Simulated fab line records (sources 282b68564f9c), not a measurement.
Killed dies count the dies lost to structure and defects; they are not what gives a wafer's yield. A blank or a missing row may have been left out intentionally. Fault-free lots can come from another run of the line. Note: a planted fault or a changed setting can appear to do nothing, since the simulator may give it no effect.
Check of tool commonality    flow rit_cmos    Sample size 14 lots and 42 wafers

REASON FOR OPENING
At RIT_SPACER_THK_MEAS_04 the reading SPACER_NITRIDE_THK is flagged on 2 of 14 lots. No-fault wafers: 249.1 nm, standard deviation 2.2.
Rule: flag the lot when none of its wafers has a number, or when each of its wafers that has one lies beyond 4 standard deviations from that mean. The other lots count as sound.

lot   measured     on             SPACER_NITRIDE_THK (nm), wafer by wafer  flag
L952  day 3 08:25  film_metro-02  247.1 251.5 250.6                        
L955  day 4 01:08  film_metro-02  253.2 251.0 252.5                        
L956  day 4 03:12  film_metro-02  250.1 249.0 249.5                        
L957  day 4 05:46  film_metro-04  250.4 249.1 248.3                        
L958  day 4 13:55  film_metro-04  253.4 254.6 254.1                        
L959  day 4 20:03  film_metro-02  248.8 250.0 252.0                        
L960  day 5 00:14  film_metro-02  249.5 250.4 249.1                        
L963  day 5 14:37  film_metro-02  248.2 249.4 251.6                        
L964  day 5 15:44  film_metro-01  249.1 248.5 248.5                        
L966  day 6 03:06  film_metro-04  247.2 248.2 245.5                        
L967  day 6 10:38  film_metro-04  245.8 243.9 244.9                        
L971  day 7 01:57  film_metro-01  481.1 481.1 482.7                        FLAGGED
L972  day 7 05:26  film_metro-02  485.3 484.3 486.8                        FLAGGED
L974  day 7 17:15  film_metro-02  247.6 247.9 247.4                        
Flagged lots average 483.6 nm: +234.5 nm relative to the usual, that is +99 or more standard deviations.

EACH LOT AND THE TOOL IT RAN ON
The record holds 1 process step before the reading, out of a route of 202 steps. Read each cell as the tool, then ch plus the chambers that the sampled wafers visited, then the start.
lot   flag     RIT_SPACER_CVD_03
L952           lpcvd-01 ch 0, day 3 06:30
L955           lpcvd-01 ch 0, day 3 23:13
L956           lpcvd-01 ch 0, day 4 01:16
L957           lpcvd-02 ch 1, day 4 03:50
L958           lpcvd-02 ch 0, day 4 11:59
L959           lpcvd-01 ch 1, day 4 18:08
L960           lpcvd-01 ch 1, day 4 22:20
L963           lpcvd-02 ch 1, day 5 12:42
L964           lpcvd-01 ch 1, day 5 13:47
L966           lpcvd-01 ch 0, day 6 01:11
L967           lpcvd-01 ch 1, day 6 08:43
L971  FLAGGED  lpcvd-02 ch 0, day 7 00:02
L972  FLAGGED  lpcvd-02 ch 0, day 7 03:31
L974           lpcvd-01 ch 0, day 7 15:20
What these steps do:
- RIT_SPACER_CVD_03: deposits Si3N4 from SiH2Cl2/NH3, target thk 250 nm, time 3300 s.
- RIT_SPACER_THK_MEAS_04

FLAGGED OVER TOTAL, TOOL BY TOOL (the gauges that took the reading come last)
step                    tool           lots run  flagged  share of the flagged lots  sound lots run after its first flagged lot
RIT_SPACER_CVD_03       lpcvd-01       9         0        none                       -
RIT_SPACER_CVD_03       lpcvd-02       5         2        all                        0
RIT_SPACER_THK_MEAS_04  film_metro-01  2         1        some                       0
RIT_SPACER_THK_MEAS_04  film_metro-02  8         1        some                       1 (L974)
RIT_SPACER_THK_MEAS_04  film_metro-04  4         0        none                       -

WHAT THE TABLE PERMITS
All flagged lots share 1 row of the table, namely lpcvd-02 at RIT_SPACER_CVD_03.
- lpcvd-02 at RIT_SPACER_CVD_03: 2 of its 5 lots flagged. Its last sound lot is L963 (day 5 12:42), its first flagged lot L971 (day 7 00:02): a fault that began between those two fits.
What remains is a single tool, lpcvd-02 at RIT_SPACER_CVD_03.

WHAT THE SIMULATOR HAD PUT IN
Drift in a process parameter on lpcvd-02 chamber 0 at RIT_SPACER_CVD_03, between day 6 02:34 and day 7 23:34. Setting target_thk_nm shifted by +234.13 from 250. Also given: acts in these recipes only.
Lots struck among those shown: L971, L972. The rule given above showed the same thing.
